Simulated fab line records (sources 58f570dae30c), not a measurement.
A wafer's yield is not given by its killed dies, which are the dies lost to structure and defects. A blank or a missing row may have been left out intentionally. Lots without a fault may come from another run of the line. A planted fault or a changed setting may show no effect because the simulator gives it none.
Split-lot experiment	flow berkeley-cmos170	on a route of 331 steps: 5 lots, 23 wafers read

== THE SPLIT ITSELF ==
At UCB170_M1_SPUTTER_00 (material Al, target thk 600 nm, time 80 s), the setting time-s was moved away from the recipe's 80 s on 7 of the 23 wafers read, by -8.6% to -4.7%. For the rest of the wafers, this setting stayed at what the recipe calls for.

== BETWEEN THE SPLIT AND THE READING: the file shows 1 step in between ==
- UCB170_M1_RS_MEAS_01: measures by four-point-probe

== THE READING ==
M1_AL_THK, in nm, at UCB170_M1_THK_MEAS_02 (measures by xrf). Fault-free wafers of this fab line usually give 604 nm, standard deviation 7.9 nm.

wafer	tool, chamber at the split	time-s as run, s	against the recipe	M1_AL_THK, nm	against lot-mates on the recipe
L074.1	pvd-sputter-01, -	80	recipe	613	-
L074.2	pvd-sputter-01, -	73.09	-8.6%	553	-50
L074.4	pvd-sputter-01, -	73.09	-8.6%	541	-62
L074.5	pvd-sputter-01, -	80	recipe	605	-
L074.6	pvd-sputter-01, -	80	recipe	591	-
L075.2	pvd-sputter-03, -	76.25	-4.7%	562	-38
L075.3	pvd-sputter-03, -	76.25	-4.7%	581	-19
L075.4	pvd-sputter-03, -	80	recipe	592	-
L075.5	pvd-sputter-03, -	80	recipe	610	-
L075.6	pvd-sputter-03, -	80	recipe	599	-
L078.1	pvd-sputter-02, -	80	recipe	601	-
L078.2	pvd-sputter-02, -	80	recipe	601	-
L078.3	pvd-sputter-02, -	80	recipe	607	-
L078.4	pvd-sputter-02, -	80	recipe	594	-
L078.6	pvd-sputter-02, -	80	recipe	598	-
L077.1	pvd-sputter-01, -	73.36	-8.3%	564	-44
L077.2	pvd-sputter-01, -	80	recipe	614	-
L077.3	pvd-sputter-01, -	73.36	-8.3%	557	-50
L077.4	pvd-sputter-01, -	80	recipe	601	-
L077.6	pvd-sputter-01, -	73.36	-8.3%	565	-42
L079.2	pvd-sputter-02, -	80	recipe	607	-
L079.4	pvd-sputter-02, -	80	recipe	622	-
L079.5	pvd-sputter-02, -	80	recipe	606	-

FIT RESULTS
A straight line over all 23 wafers: M1_AL_THK changes by +5.79 nm for each +1% of time-s; r = +0.92; the points scatter about the line by 8.8 nm.
The same after taking each lot's own level away (the mean of its wafers on the recipe; 23 wafers): +5.93 nm for each +1%; r = +0.95; scatter 7.3 nm.
Per that fit: largest time-s move, reading shift of 51 nm.
Across the lots, their own levels run from 600.2 to 611.7 nm, a range of 1.5 times the standard deviation given above.
So the lot-to-lot level changes the slope little: the two slopes agree.
Check: -51.5 nm against its lot-mates is what the line predicts for one of the wafers moved furthest among these (-8.6%) when that wafer is left out of the fit. Against them it came out at -50 nm.

== THE OTHER SPLITS THESE WAFERS WENT THROUGH ==
Note: prior to the reading, these wafers also went through further splits. Each is held against what the fit with the lots' levels taken away leaves over:
other split on the same wafers	wafers away from the commonest value	r with M1_AL_THK (lot level and that fit taken away)
UCB170_PSD_IMPLANT_08 energy-kev	6	+0.01
UCB170_CONTACT_COAT_10 resist-thk-nm	8	+0.22

== THE WHOLE CHAIN: every reading that the file lists as answering this split, in the file's order ==
step	what it does	reading	change (the file's fit)	r (the file's)
UCB170_M1_SPUTTER_00	material Al, target thk 600 nm, time 80 s	Al_of_M1_SPUTTER_00.thk-nm (the simulator's own value, which no gauge read)	+5.97 nm for each +1% of the setting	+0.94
UCB170_M1_RS_MEAS_01	measures by four-point-probe	M1_AL_RS	-0.000523 for each +1% of the setting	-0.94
UCB170_M1_THK_MEAS_02	measures by xrf	M1_AL_THK	+6.02 for each +1% of the setting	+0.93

== FILE'S OWN FIT ==
M1_AL_THK changes by +6.02 nm for each +1% of time-s, r = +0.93.
